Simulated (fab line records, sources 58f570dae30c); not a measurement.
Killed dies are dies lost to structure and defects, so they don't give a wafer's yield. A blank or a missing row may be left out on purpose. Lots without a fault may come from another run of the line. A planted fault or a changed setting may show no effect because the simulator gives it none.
Split-lot experiment | flow berkeley_cmos170 | 5 lots, 23 wafers read, on a route of 331 steps

THE SPLIT
At UCB170_ZERO_COAT_01 (resist thk 900 nm), the setting spin_rpm was moved away from the recipe's 1500 rpm on 8 of the 23 wafers read, by -3.9% to +4.1%. The other wafers ran this setting at the recipe's value.

The reading is taken at the split's own step.

THE READING
KrF_of_ZERO_COAT_01.thk_nm (the simulator's own value, which no gauge read), in nm, at UCB170_ZERO_COAT_01 (resist thk 900 nm). The file gives no usual value for it. The 15 wafers here that ran the recipe average 899.0 nm, standard deviation 2.1 nm.

wafer  | tool, chamber at the split | spin_rpm as run, rpm | against the recipe | KrF_of_ZERO_COAT_01.thk_nm, nm | against lot-mates on the recipe
L075.1 | litho_track-01, 0          | 1500                 | recipe             | 899.4                          | -
L075.2 | litho_track-01, 0          | 1542                 | +2.8%              | 887.2                          | -12.8
L075.3 | litho_track-01, 0          | 1500                 | recipe             | 901.7                          | -
L075.4 | litho_track-01, 0          | 1542                 | +2.8%              | 890.1                          | -9.9
L075.6 | litho_track-01, 0          | 1500                 | recipe             | 898.9                          | -
L076.2 | litho_track-03, 0          | 1500                 | recipe             | 901                            | -
L076.3 | litho_track-03, 0          | 1500                 | recipe             | 896.5                          | -
L076.5 | litho_track-03, 0          | 1500                 | recipe             | 898.1                          | -
L081.1 | litho_track-03, 0          | 1562                 | +4.1%              | 883.7                          | -15.0
L081.2 | litho_track-03, 0          | 1562                 | +4.1%              | 878.3                          | -20.5
L081.3 | litho_track-03, 0          | 1500                 | recipe             | 899.9                          | -
L081.5 | litho_track-03, 0          | 1500                 | recipe             | 897.6                          | -
L081.6 | litho_track-03, 0          | 1562                 | +4.1%              | 881.7                          | -17.0
L082.1 | litho_track-02, 0          | 1441                 | -3.9%              | 922.6                          | +20.6
L082.2 | litho_track-02, 0          | 1441                 | -3.9%              | 919.9                          | +17.9
L082.6 | litho_track-02, 0          | 1441                 | -3.9%              | 919.9                          | +17.9
L082.4 | litho_track-02, 0          | 1500                 | recipe             | 902.3                          | -
L082.5 | litho_track-02, 0          | 1500                 | recipe             | 901.7                          | -
L085.1 | litho_track-01, 0          | 1500                 | recipe             | 898.6                          | -
L085.2 | litho_track-01, 0          | 1500                 | recipe             | 898                            | -
L085.3 | litho_track-01, 0          | 1500                 | recipe             | 894.5                          | -
L085.4 | litho_track-01, 0          | 1500                 | recipe             | 899.6                          | -
L085.6 | litho_track-01, 0          | 1500                 | recipe             | 896.9                          | -

THE FIT
A straight line over all 23 wafers: KrF_of_ZERO_COAT_01.thk_nm changes by -4.77 nm for each +1% of spin_rpm; r = -0.98; the points scatter about the line by 2.5 nm.
The same after taking each lot's own level away (the mean of its wafers on the recipe; 23 wafers): -4.46 nm for each +1%; r = -0.99; scatter 1.7 nm.
On that fit, the largest move of spin_rpm shifts the reading by 18 nm.
The lots' own levels span 897.52 to 902.00 nm, that is 2.1 times the standard deviation above.
So the lot-to-lot level changes the slope little: the two slopes agree.
Check: with one of the wafers moved furthest among these (+4.1%) left out of the fit, the line predicts -18.7 nm for it against its lot-mates. It came out at -15 nm against them.

THE WHOLE CHAIN: every reading that the file lists as answering this split, in the file's order
step                 | what it does      | reading                                                                     | change (the file's fit)              | r (the file's)
UCB170_ZERO_COAT_01  | resist thk 900 nm | KrF_of_ZERO_COAT_01.thk_nm (the simulator's own value, which no gauge read) | -4.41 nm for each +1% of the setting | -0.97
UCB170_ZERO_STRIP_07 | strips in O2      | strip_time_to_endpoint_s                                                    | withheld for each +1% of the setting | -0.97

THE FILE'S OWN FIT
KrF_of_ZERO_COAT_01.thk_nm changes by -4.41 nm for each +1% of spin_rpm, r = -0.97.
